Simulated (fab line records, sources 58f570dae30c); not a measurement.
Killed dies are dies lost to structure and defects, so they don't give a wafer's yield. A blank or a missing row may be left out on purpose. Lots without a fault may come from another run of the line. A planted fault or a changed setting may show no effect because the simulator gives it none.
A struck lot beside a sound one | flow berkeley_cmos170 | 14 steps out of a route of 331
Sound: wafers L760.1, L760.2, L760.4. Struck: wafers L758.1, L758.2, L758.5. The cause comes at the end.
At each step with rows: each side's tool, then ch and its chambers, then its first start. Under that, the readings that differ: sound wafers | struck wafers | difference of the means | sigmas: that difference in standard deviations of wafers without a fault.
alike: readings whose means differ by less than 2 such deviations, and words and numbers that are the same on both sides. not compared: withheld readings, readings that some wafer has no value for, bounds like >300 that may hide the same value, and numbers for which the record gives no deviation and whose values overlap.
The two part at a step that has a row with sigmas, a row that says differs or no value, or rows on one side only. Numbers that don't overlap but have no deviation are shown without sigmas and don't part them. A reading that every wafer of one side lacks parts them only if that side has two wafers or more.

first, 2 steps without rows for these wafers: UCB170_CONTACT_CLEAN_00 (cleans in SPM, time 600 s); UCB170_CONTACT_CVD_01 (deposits PSG from SiH4/O2/PH3, target thk 700 nm, time 2820 s).
UCB170_CONTACT_THK_MEAS_02:
  sound on film_metro-04, day 11 06:08; struck on film_metro-04, day 10 19:14
  alike: CONTACT_PSG_THK
then, 3 steps without rows for these wafers: UCB170_CONTACT_HMDS_03 (prime time 60 s); UCB170_CONTACT_COAT_04 (resist thk 900 nm); UCB170_CONTACT_SOFTBAKE_05 (time 60 s).
UCB170_CONTACT_STRIP_06: strips in O2.
  sound on plasma_asher-03 ch 0,1, day 11 06:48; struck on plasma_asher-02 ch 0,1, day 10 19:44
  alike: chamber_pressure_mTorr, drypump_motor_current_A, o2_flow_sccm, oes_product_au, strip_time_to_endpoint_s
  not compared: rf_hours_counter_h
then, 1 step without rows for these wafers: UCB170_CONTACT_CLEAN_07 (cleans in SPM, time 600 s).
UCB170_CONTACT_RTA_08: time 10 s.
  sound on rtp_anneal-01 ch 0, day 11 09:41; struck on rtp_anneal-02 ch 0, day 10 22:41
  reading            | sound          | struck         | difference | sigmas
  lamp_power_pct (%) | 25.2 25.2 25.2 | 22.2 22.2 22.2 | -3.0       | -2
  alike: chamber_o2_ppm, wafer_temp_C_max
then, 3 steps without rows for these wafers: UCB170_CONTACT_COAT_09; UCB170_CONTACT_COAT_10 (resist thk 900 nm); UCB170_CONTACT_SOFTBAKE_11 (time 60 s).
UCB170_CONTACT_EXPOSE_12: exposes mask CONT, target cd 700 nm.
  sound on krf_scanner-02 ch 0, day 11 10:28; struck on krf_scanner-01, day 10 23:40
  no value came back on the struck wafers for exposure_dose_mJ_cm2, focus_offset_nm (nm); on the sound wafers exposure_dose_mJ_cm2 reads 35.03 35.03 35.09
  alike: mask
then, 1 step without rows for these wafers: UCB170_CONTACT_PEB_13.

WHERE THEY PART
First at UCB170_CONTACT_RTA_08; last, within this record, at UCB170_CONTACT_EXPOSE_12.

WHY: what the simulator had put in
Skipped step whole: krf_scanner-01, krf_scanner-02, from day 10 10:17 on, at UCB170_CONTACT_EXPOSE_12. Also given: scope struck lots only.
